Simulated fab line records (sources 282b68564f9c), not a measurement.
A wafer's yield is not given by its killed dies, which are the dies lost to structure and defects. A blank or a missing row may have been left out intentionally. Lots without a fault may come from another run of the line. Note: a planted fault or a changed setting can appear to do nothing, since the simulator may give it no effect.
One fault seen from 2 desks || flow rit_cmos || each desk holds nothing but its own numbers, with what lay behind them at the end

FOR THE TOOL OWNER'S DESK: rtp_anneal-02
Per lot that ran on this tool, the mean of the sampled wafers carrying a number, from the tool's own readings at RIT_SDANNEAL_RTA_03 (time 5 s). Any lot whose mean is over 4 standard deviations away from the usual mean is out of limits and marked OUT; that distance is given in the brackets.
Columns: A = wafer_temp_C_max at RIT_SDANNEAL_RTA_03, usual 1053.4
{"lot": "L724", "first seen here": "day 3 01:39", "A": 1053.1}
{"lot": "L728", "first seen here": "day 3 21:27", "A": 1053.1}
{"lot": "L730", "first seen here": "day 4 08:42", "A": 1053.4}
{"lot": "L732", "first seen here": "day 4 19:38", "A": 1052.6}
{"lot": "L734", "first seen here": "day 5 06:13", "A": 1053.6}
{"lot": "L736", "first seen here": "day 5 15:03", "A": 1053.2}
{"lot": "L744", "first seen here": "day 7 09:16", "A": 1052.7}
{"lot": "L746", "first seen here": "day 7 15:50", "A": 1054.5}
This desk's verdict: no lot among the 8 shows anything out of limits.

AT THE METROLOGY DESK
What the gauges read for every lot (on any tool): the sampled wafers with a number, averaged. Any lot whose mean is over 4 standard deviations away from the usual mean is out of limits and marked OUT; that distance is given in the brackets.
Columns: A = NLDD_OVL at RIT_NLDD_OVL_MEAS_06, usual -0.5 nm; B = PSD_OVL at RIT_PSD_OVL_MEAS_06, usual 0.4 nm; C = PSD_RS at RIT_SDANNEAL_RS_MEAS_04, usual 115.9 ohm/sq; D = NSD_RS at RIT_SDANNEAL_RS_MEAS_05, usual 84.5 ohm/sq; E = PLDD_RS at RIT_SDANNEAL_RS_MEAS_06, usual 178.7 ohm/sq; F = NLDD_RS at RIT_SDANNEAL_RS_MEAS_07, usual 149.8 ohm/sq
{"lot": "L724", "first seen here": "day 2 17:37", "A": -1.7, "B": -0.1, "C": 115.8, "D": 84.5, "E": 177.9, "F": 149.0}
{"lot": "L727", "first seen here": "day 3 08:03", "A": 0.4, "B": 2.7, "C": 115.6, "D": 84.7, "E": 178.6, "F": 149.5}
{"lot": "L728", "first seen here": "day 3 13:23", "A": -1.1, "B": -2.0, "C": 116.7, "D": 84.6, "E": 179.5, "F": 149.8}
{"lot": "L729", "first seen here": "day 3 23:34", "A": -0.7, "B": 1.4, "C": 116.0, "D": 85.0, "E": 178.5, "F": 149.6}
{"lot": "L730", "first seen here": "day 4 00:44", "A": 0.5, "B": 0.6, "C": 116.1, "D": 84.4, "E": 178.8, "F": 149.5}
{"lot": "L732", "first seen here": "day 4 11:09", "A": -1.4, "B": 0.7, "C": 116.0, "D": 84.2, "E": 178.7, "F": 150.0}
{"lot": "L733", "first seen here": "day 4 13:37", "A": 2.3, "B": 0.1, "C": 116.2, "D": 84.9, "E": 179.6, "F": 150.3}
{"lot": "L734", "first seen here": "day 4 19:56", "A": 0.1, "B": -0.7, "C": 115.8, "D": 84.3, "E": 178.9, "F": 149.9}
{"lot": "L735", "first seen here": "day 5 01:00", "A": -0.5, "B": 0.5, "C": 115.8, "D": 84.3, "E": 178.8, "F": 149.2}
{"lot": "L736", "first seen here": "day 5 06:54", "A": -1.3, "B": 0.7, "C": 116.0, "D": 85.0, "E": 178.3, "F": 149.7}
{"lot": "L737", "first seen here": "day 5 15:31", "A": -1.5, "B": -0.3, "C": 116.0, "D": 84.5, "E": 179.1, "F": 149.8}
{"lot": "L744", "first seen here": "day 7 01:19", "A": -0.8, "B": -0.3, "C": "72.8 (-99 or more) OUT", "D": "77.2 (-24) OUT", "E": "141.6 (-74) OUT", "F": "142.7 (-13) OUT"}
{"lot": "L746", "first seen here": "day 7 07:59", "A": -0.1, "B": 1.7, "C": "72.8 (-99 or more) OUT", "D": "77.9 (-21) OUT", "E": "141.3 (-75) OUT", "F": "140.7 (-17) OUT"}
{"lot": "L747", "first seen here": "day 7 15:28", "A": -1.4, "B": 0.8, "C": 115.8, "D": 84.6, "E": 178.7, "F": 150.2}
This desk finds L744, L746 out of limits, with the earliest case on L744 at day 7 09:21 (PSD_RS at RIT_SDANNEAL_RS_MEAS_04). In limits: L724, L727, L728, L729, L730, L732, L733, L734, L735, L736, L737, L747.

ALL TOGETHER
An alarm was possible from the metrology desk at day 7 09:21, on L744, L746.
The tool owner's desk saw nothing out of limits.
The tool owner's desk has L744, L746 on record, within its limits.
RIT_SDANNEAL_RTA_03 was run on rtp_anneal-02 by each of the lots named.

WHAT WAS PUT IN BY THE SIMULATOR
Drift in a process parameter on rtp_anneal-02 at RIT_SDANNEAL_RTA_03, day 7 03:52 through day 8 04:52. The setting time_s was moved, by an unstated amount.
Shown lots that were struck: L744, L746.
Delay in hours, fault start to first out-of-limits reading, per desk: metrology desk 5.
